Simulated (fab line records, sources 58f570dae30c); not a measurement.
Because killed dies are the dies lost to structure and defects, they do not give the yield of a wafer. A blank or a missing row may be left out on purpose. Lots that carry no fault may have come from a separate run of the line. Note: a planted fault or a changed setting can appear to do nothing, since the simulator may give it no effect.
Which of the tools did it? / flow berkeley cmos170 / Sampling: 7 lots, 21 wafers, 3 of 331 route steps

WHAT EACH GAUGE READ, for each wafer
UCB170_V1_THK_MEAS_01.
lot=L729; measured=day 8 11:02; on=film metro-03; V1_TEOS_THK (nm)=1983 1966 2003
lot=L730; measured=day 9 02:22; on=film metro-03; V1_TEOS_THK (nm)=1971 1996 2032
lot=L734; measured=day 9 09:17; on=film metro-01; V1_TEOS_THK (nm)=1966 2046 2000
lot=L736; measured=day 10 02:08; on=film metro-04; V1_TEOS_THK (nm)=1973 2019 2006
lot=L737; measured=day 10 21:48; on=film metro-01; V1_TEOS_THK (nm)=1989 1982 2003
lot=L746; measured=day 12 07:04; on=film metro-01; V1_TEOS_THK (nm)=2003 2021 1761 2004 2021 1760
lot=L750; measured=day 12 20:25; on=film metro-01; V1_TEOS_THK (nm)=1971 1994 2015

TOOL THAT RAN EACH LOT (tool first, then ch and the chambers of the sampled wafers, then the start)
lot=L729; UCB170_BACKSIDE_STRIP_03=plasma asher-01 ch 0,1, day 7 19:43; UCB170_V1_CVD_00=pecvd-03 ch 0,2, day 8 10:52
lot=L730; UCB170_BACKSIDE_STRIP_03=plasma asher-01 ch 0,1, day 8 12:51; UCB170_V1_CVD_00=pecvd-03 ch 0,1,2, day 9 02:12
lot=L734; UCB170_BACKSIDE_STRIP_03=plasma asher-01 ch 0,1, day 8 23:19; UCB170_V1_CVD_00=pecvd-02 ch 1,2, day 9 09:06
lot=L736; UCB170_BACKSIDE_STRIP_03=plasma asher-01 ch 1, day 9 16:37; UCB170_V1_CVD_00=pecvd-02 ch 0,2, day 10 01:59
lot=L737; UCB170_BACKSIDE_STRIP_03=plasma asher-01 ch 0,1, day 10 08:43; UCB170_V1_CVD_00=pecvd-02 ch 0,1,2, day 10 21:38
lot=L746; UCB170_BACKSIDE_STRIP_03=plasma asher-01 ch 0,1, day 11 21:27; UCB170_V1_CVD_00=pecvd-03 ch 0,1,2, day 12 06:55
lot=L750; UCB170_BACKSIDE_STRIP_03=plasma asher-03 ch 0,1, day 12 08:12; UCB170_V1_CVD_00=pecvd-01 ch 0,2, day 12 20:14
- UCB170_BACKSIDE_STRIP_03: strips in O2.
- UCB170_V1_CVD_00: deposits SiO2 from TEOS/O2, target thk 2000 nm, time 250 s.

THE ANSWER, worked out from the rows above alone
Rule: what is usual is taken from the lots themselves. The widest of any qualifying gaps counts: lots, ordered by their means at a reading, are off when they make up no more than a third of the lots, leave a main group of 4 or more, and stand apart from it by 3 or more times the standard deviation of that group's means. The tables above print the reading to a certain number of digits; a main group whose means all agree to those digits is not used. A lot without any number at a reading at which 4 lots or more have one is off too. All remaining lots with rows at the step are treated as sound.
Off: L746, seen at UCB170_V1_THK_MEAS_01 (V1_TEOS_THK). The main group: mean 1995 nm, standard deviation 6.6.
If a tool, at a process step before that reading, ran all the lots that are off and no sound lot after the first of them, it fits. Gauges at UCB170_V1_THK_MEAS_01: tried the same way as those tools. This does not decide it: 2 tools fit, namely plasma asher-01 at UCB170_BACKSIDE_STRIP_03 and pecvd-03 at UCB170_V1_CVD_00.

WHAT THE SIMULATOR PUT IN
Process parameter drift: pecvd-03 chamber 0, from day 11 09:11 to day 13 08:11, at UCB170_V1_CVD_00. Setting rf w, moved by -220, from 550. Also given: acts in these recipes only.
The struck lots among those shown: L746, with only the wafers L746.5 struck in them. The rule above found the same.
